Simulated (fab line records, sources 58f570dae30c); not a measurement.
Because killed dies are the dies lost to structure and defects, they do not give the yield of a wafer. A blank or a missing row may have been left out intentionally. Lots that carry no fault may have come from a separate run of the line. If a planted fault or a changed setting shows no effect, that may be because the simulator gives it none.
Which tool is to blame? :: flow berkeley cmos170 :: 6 lots, 18 wafers sampled, at 2 steps of a route of 331

WHAT EACH GAUGE READ, for each wafer
UCB170_PWELL_THK_MEAS_06.
lot: L206
measured: day 3 00:20
on: film metro-01
PWELL_NITRIDE_THK (nm): 222.8 221.6 221.0

lot: L208
measured: day 3 08:20
on: film metro-01
PWELL_NITRIDE_THK (nm): 216.2 216.7 217.6

lot: L210
measured: day 3 17:50
on: film metro-04
PWELL_NITRIDE_THK (nm): 219.3 221.2 218.9

lot: L214
measured: day 4 15:05
on: film metro-01
PWELL_NITRIDE_THK (nm): 175.9 175.1 175.8

lot: L217
measured: day 5 11:18
on: film metro-03
PWELL_NITRIDE_THK (nm): 172.6 172.9 171.8

lot: L224
measured: day 7 11:11
on: film metro-04
PWELL_NITRIDE_THK (nm): 218.6 220.2 219.4

TOOL THAT RAN EACH LOT (tool first, then ch and the chambers of the sampled wafers, then the start)
lot: L206
UCB170_PWELL_CVD_05: lpcvd-02 ch 1, day 2 22:25

lot: L208
UCB170_PWELL_CVD_05: lpcvd-02 ch 1, day 3 06:25

lot: L210
UCB170_PWELL_CVD_05: lpcvd-02 ch 1, day 3 15:56

lot: L214
UCB170_PWELL_CVD_05: lpcvd-02 ch 1, day 4 13:10

lot: L217
UCB170_PWELL_CVD_05: lpcvd-02 ch 1, day 5 09:22

lot: L224
UCB170_PWELL_CVD_05: lpcvd-01 ch 0, day 7 09:14
- UCB170_PWELL_CVD_05: deposits Si3N4 from SiH2Cl2/NH3, target thk 220 nm, time 3300 s.

THE ANSWER, worked out from the rows above alone
Rule: the usual values come from the lots themselves. Put in order of their means at a reading, lots are off if they are a third of the lots or fewer, leave a main group of 4 or more, and stand apart from it by a gap of 3 or more times the standard deviation of the main group's means; of several such gaps the widest counts. A main group whose means are all the same, to the digits that the tables above print for the reading, isn't used. Also off: a lot with no number at a reading for which 4 or more lots have one. The other lots that the step has rows for count as sound.
Off: at UCB170_PWELL_THK_MEAS_06 (PWELL_NITRIDE_THK), L214, L217. Main group: mean 219.5 nm, sd 1.8.
If a tool, at a process step before that reading, ran all the lots that are off and no sound lot after the first of them, it fits. The gauges at UCB170_PWELL_THK_MEAS_06 are tried like those tools. One fits: UCB170_PWELL_CVD_05 on lpcvd-02. Its last sound lot is L210 (day 3 15:56), its first lot that is off L214 (day 4 13:10): a fault that began between those two fits.

WHAT THE SIMULATOR HAD PUT IN
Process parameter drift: lpcvd-02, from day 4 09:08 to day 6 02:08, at UCB170_PWELL_CVD_05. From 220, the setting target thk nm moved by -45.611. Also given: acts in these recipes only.
Lots struck among those shown: L214, L217. The rule given above showed the same thing.
